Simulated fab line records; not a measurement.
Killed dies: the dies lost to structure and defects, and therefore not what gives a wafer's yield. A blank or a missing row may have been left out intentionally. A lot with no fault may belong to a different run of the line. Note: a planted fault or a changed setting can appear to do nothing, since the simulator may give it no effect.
8D (eight disciplines) problem report, filled in by code    flow berkeleyCmos170    the parts of the form that need people (team, actions taken, sign-off) are left out

== 1. WHAT IS WRONG ==
oesProductAu at UCB170_V1_ETCH_14 reads a mean of 0.800 a.u. on 6 wafers of 2 lots; wafers without a fault read 0.875 a.u. with a standard deviation of 0.01. That is -7.5 standard deviations from the usual mean.
The step: etches SiO2 in CHF3/CF4/Ar, stops on Al, target depth 1250 nm, time 291 s.
Earliest sighting: wafer L813.1 on rieDiel-01 at day 11 01:58. Wafers with a number at this step in the record: 42, from 14 lots. The rule behind "out" and "out of limits": a value lying over 4 standard deviations away from the usual mean. All remaining wafers that have a number are taken as sound.

== 2. WHAT IT IS; WHAT IT IS NOT ==
question                     is                      is not
which readings at this step  oesProductAu            CHF3_flow_sccm, drypumpMotorCurrentA, mfcArSccm, throttleValvePct
which lots                   L813, L818              L802, L803, L804, L805, L806, L807, L810, L811, L812, L814, L822, L825
which wafers of those lots   all that have a number  -
read on which tools          rieDiel-01              rieDiel-03, rieDiel-04
when                         from day 11 01:58       up to then (30 sound wafers); but 6 sound wafers of L822, L825 came after

== 3. SUSPECTS, AND WHAT RULES EACH OUT ==
Counting: a tool stays on the suspect list if, at a process step up to the reading, it processed all lots that are out and no sound lot following the first of them.
- rieDiel-01 at UCB170_V1_ETCH_14 (etches SiO2 in CHF3/CF4/Ar, stops on Al, target depth 1250 nm, time 291 s): kept. Every lot that is out went through it, starting with L813 (day 11 01:58), and after that it ran no sound lot; the last sound lot it ran before then is L812 (day 10 02:55). Its own oesProductAu readings are out on those wafers.
The count leaves rieDiel-01 at UCB170_V1_ETCH_14.

== 4. THE CAUSE (what the simulator had put in) ==
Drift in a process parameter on rieDiel-01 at UCB170_V1_ETCH_14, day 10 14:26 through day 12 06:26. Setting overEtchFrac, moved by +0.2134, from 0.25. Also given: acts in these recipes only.
The count eliminated every tool but this one.

== 5. SEQUENCE OF EFFECTS, ordered by route ==
Rows list readings where the struck wafers' mean (over those with a number) sits beyond 3 standard deviations from the usual. Only readings whose record carries a usual standard deviation are examined. hours: median over the lots of the time between each lot's start at the first step of this table that gives one and its start at this step. sigmas: the change, counted in usual standard deviations.
hours  step                reading               usual       on struck wafers  change  sigmas
0      UCB170_V1_ETCH_14   oesProductAu          0.875 a.u.  0.800             -0.075  -7.5
0      UCB170_V1_STRIP_15  stripTimeToEndpointS  15.36 s     14.34             -1.02   -8.5
It contains these process steps:
- UCB170_V1_ETCH_14: etches SiO2 in CHF3/CF4/Ar, stops on Al, target depth 1250 nm, time 291 s.
- UCB170_V1_STRIP_15: strips in O2.

== 6. HOW IT WOULD HAVE BEEN CAUGHT EARLIER ==
12 hours passed between the start of the fault at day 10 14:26 and the first reading out of limits in this record, taken at day 11 01:58.
